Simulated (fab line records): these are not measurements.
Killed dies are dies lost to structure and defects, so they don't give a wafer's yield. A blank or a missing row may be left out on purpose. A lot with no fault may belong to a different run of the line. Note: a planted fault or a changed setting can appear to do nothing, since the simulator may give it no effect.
Chamber matching    flow berkeley_cmos170    UCB170_V2_ETCH_14 on rie_diel-04 has 4 sister chambers
The step etches SiO2 in CHF3/CF4/Ar, stops on Al, target depth 1250 nm, time 291 s. 7 wafers are shown with their chamber, then 7 later ones without.

WAFERS, EACH WITH ITS CHAMBER
wafer   chamber  throttle_valve_pct (%)  oes_product_au (a.u.)
L581.2  2        7.10                    0.907
L581.6  1        7.00                    0.875
L586.4  1        7.02                    0.865
L589.1  0        6.97                    0.885
L589.3  3        7.00                    0.873
L590.1  3        7.00                    0.866
L590.2  0        6.96                    0.884

WAFERS WITHOUT THEIR CHAMBER
wafer   throttle_valve_pct (%)  oes_product_au (a.u.)
L590.4  6.96                    0.879
L594.3  7.00                    0.869
L594.4  7.10                    0.893
L594.5  6.97                    0.890
L593.1  6.98                    0.883
L593.4  7.02                    0.867
L593.6  7.10                    0.896

THE CHAMBER EACH PASSED THROUGH
wafer   from the rows above      in truth
L590.4  0                        0
L594.3  can't be placed: 3 or 1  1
L594.4  2                        2
L594.5  0                        0
L593.1  can't be placed: 0 or 3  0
L593.4  can't be placed: 1 or 3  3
L593.6  2                        2
4 of 7 placed correctly. Cannot be placed on the basis of these rows: 3; the candidates contain the true chamber in 3. 0 placed wrongly.
How it was worked out, from the rows above alone: a wafer's distance from a chamber is the root of the sum, over the readings, of the square of ((its reading less the chamber's mean) divided by the reading's scatter). The wafer belongs to the nearest chamber; if the next one is less than 2 further off, it can't be placed. A chamber's mean is the mean of its shown wafers. The scatter: take each reading less its chamber's mean, square it, sum over the shown wafers, divide by the number of wafers less the number of chambers, and take the root.
